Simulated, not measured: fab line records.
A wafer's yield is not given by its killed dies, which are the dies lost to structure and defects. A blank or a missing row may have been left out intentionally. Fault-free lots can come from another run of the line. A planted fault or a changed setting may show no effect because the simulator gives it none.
Struck lot and sound lot, side by side / flow berkeley_cmos170 / 43 out of 331 route steps
Sound: these wafers, L916.2, L916.4, L916.5. Wafers L920.1, L920.4, L920.5 were the ones struck. The cause is named last.
Order at every step that has rows: each side's tool, ch and its chambers, its first start. Under that, the readings that differ: sound wafers / struck wafers / difference of the means / sigmas: that difference in standard deviations of wafers without a fault.
alike: a reading whose means differ by less than 2 such deviations, as well as words and numbers matching on both sides. not compared: withheld readings; readings where some wafer has no value; bounds like >300 that might hide an equal value; numbers whose values overlap and for which the record gives no deviation.
A row with sigmas, a row that says differs or no value, or rows on one side alone: a step with any of these is where the two part. When numbers do not overlap yet have no deviation, they are printed without sigmas and do not part them. Lack of a reading on every wafer of one side parts them only where that side has two or more wafers.

UCB170_SDANNEAL_RTA_01: time 5 s.
  sound on rtp_anneal-01 ch 0, day 7 01:23; struck on rtp_anneal-01 ch 0, day 8 16:38
  alike: lamp_power_pct, wafer_temp_C_max
UCB170_SDANNEAL_RS_MEAS_02: measures by four-point-probe.
  struck on film_metro-03, day 8 16:42; sound on film_metro-02, day 7 01:29
  alike: PSD_RS
UCB170_SDANNEAL_RS_MEAS_03: measures by four-point-probe.
  struck on film_metro-03, day 8 16:49; sound on film_metro-02, day 7 01:37
  alike: NSD_RS
UCB170_SDANNEAL_RS_MEAS_04: measures by four-point-probe.
  struck on film_metro-03, day 8 16:56; sound on film_metro-02, day 7 01:44
  alike: PLDD_RS
UCB170_SDANNEAL_RS_MEAS_05: measures by four-point-probe.
  struck on film_metro-03, day 8 17:04; sound on film_metro-02, day 7 01:51
  alike: NLDD_RS
then, 1 step without rows for these wafers: UCB170_SILICIDE_PRE_CLEAN_00 (preclean etch time 60 s).
UCB170_SILICIDE_SPUTTER_01: material Ti, target thk 30 nm, time 25 s.
  struck on pvd_sputter-02, day 8 17:14; sound on pvd_sputter-01, day 7 02:01
  alike: throttle_valve_pct
UCB170_SILICIDE_RS_MEAS_02: measures by four-point-probe.
  struck on film_metro-01, day 8 17:17; sound on film_metro-01, day 7 02:04
  alike: SILICIDE_TI_RS
UCB170_SILICIDE_THK_MEAS_03: measures by xrf.
  struck on film_metro-01, day 8 17:24; sound on film_metro-01, day 7 02:11
  alike: SILICIDE_TI_THK
then, 3 steps without rows for these wafers: UCB170_SILICIDE_RTA_04 (time 15 s); UCB170_SILICIDE_WET_ETCH_05 (etches Ti in SPM, time 45 s); UCB170_CONTACT_CLEAN_00 (cleans in SPM, time 600 s).
UCB170_CONTACT_CVD_01: deposits PSG from SiH4/O2/PH3, target thk 700 nm, time 2820 s.
  sound on lpcvd-02 ch 1, day 7 02:35; struck on lpcvd-02 ch 1, day 8 17:44
  alike: spike_tc_centre_C, zone_power_source_pct
UCB170_CONTACT_THK_MEAS_02:
  struck on film_metro-02, day 8 19:31; sound on film_metro-02, day 7 04:23
  alike: CONTACT_PSG_THK
then, 5 steps without rows for these wafers: UCB170_CONTACT_HMDS_03 (prime time 60 s); UCB170_CONTACT_COAT_04 (resist thk 900 nm); UCB170_CONTACT_SOFTBAKE_05 (time 60 s); UCB170_CONTACT_STRIP_06 (strips in O2); UCB170_CONTACT_CLEAN_07 (cleans in SPM, time 600 s).
UCB170_CONTACT_RTA_08: time 10 s.
  sound on rtp_anneal-02 ch 0, day 7 05:14; struck on rtp_anneal-01 ch 0, day 8 20:26
reading=lamp_power_pct (%); sound=25.1 25.1 25.1; struck=22.9 22.9 22.9; difference=-2.2; sigmas=-2
  alike: wafer_temp_C_max
then, 6 steps without rows for these wafers: UCB170_CONTACT_COAT_09; UCB170_CONTACT_COAT_10 (resist thk 900 nm); UCB170_CONTACT_SOFTBAKE_11 (time 60 s); UCB170_CONTACT_EXPOSE_12 (exposes mask CONT, target cd 700 nm); UCB170_CONTACT_PEB_13; UCB170_CONTACT_DEVELOP_14 (develop time 45 s).
UCB170_CONTACT_CD_MEAS_15 targets a cd of 700 nm.
  struck on cd_sem-01, day 8 21:28; sound on cd_sem-01, day 7 06:20
  alike: cd_nm
UCB170_CONTACT_OVL_MEAS_16:
  struck on overlay-02, day 8 21:35; sound on overlay-01, day 7 06:26
  alike: CONTACT_OVL
then, 1 step without rows for these wafers: UCB170_CONTACT_ETCH_17 (etches BARC in N2/H2).
UCB170_CONTACT_ETCH_18: etches PSG in CHF3/CF4/Ar, stops on TiSi2, target depth 840 nm, time 195 s.
  sound: rie_diel-01 ch 0,1,2; struck: rie_diel-02 ch 0,3
reading=oes_product_au (a.u.); sound=0.907 0.911 0.890; struck=0.866 0.869 0.887; difference=-0.029; sigmas=-2
  alike: drypump_motor_current_A, throttle_valve_pct
  not compared: rf_hours_counter_h
then, 1 step without rows for these wafers: UCB170_CONTACT_STRIP_19 (strips in O2).
UCB170_CONTACT_CD_MEAS_90 targets a cd of 700 nm.
  struck on cd_sem-02, day 8 21:53; sound on cd_sem-02, day 7 06:45
  alike: cd_nm
then, 1 step without rows for these wafers: UCB170_CONTACT_CLEAN_20 (cleans in SPM, time 600 s).
UCB170_M1_SPUTTER_00: material Al, target thk 600 nm, time 80 s.
  struck on pvd_sputter-02, day 8 22:11; sound on pvd_sputter-01, day 7 07:01
  alike: throttle_valve_pct
UCB170_M1_RS_MEAS_01: measures by four-point-probe.
  struck on film_metro-03, day 8 22:15; sound on film_metro-03, day 7 07:06
  alike: M1_AL_RS
UCB170_M1_THK_MEAS_02: measures by xrf.
  struck on film_metro-03, day 8 22:22; sound on film_metro-03, day 7 07:13
  alike: M1_AL_THK
then, 6 steps without rows for these wafers: UCB170_M1_COAT_03; UCB170_M1_COAT_04 (resist thk 900 nm); UCB170_M1_SOFTBAKE_05 (time 60 s); UCB170_M1_EXPOSE_06 (exposes mask METAL1, target cd 700 nm); UCB170_M1_PEB_07; UCB170_M1_DEVELOP_08 (develop time 45 s).
UCB170_M3_PROBE_99:
  only the struck wafers here have rows in the record (prober-01, day 9 18:57); the sound ones have none

WHERE THEY PART
Last at UCB170_M3_PROBE_99 as far as this record goes, first at UCB170_CONTACT_RTA_08.

WHY: whatever the simulator had introduced
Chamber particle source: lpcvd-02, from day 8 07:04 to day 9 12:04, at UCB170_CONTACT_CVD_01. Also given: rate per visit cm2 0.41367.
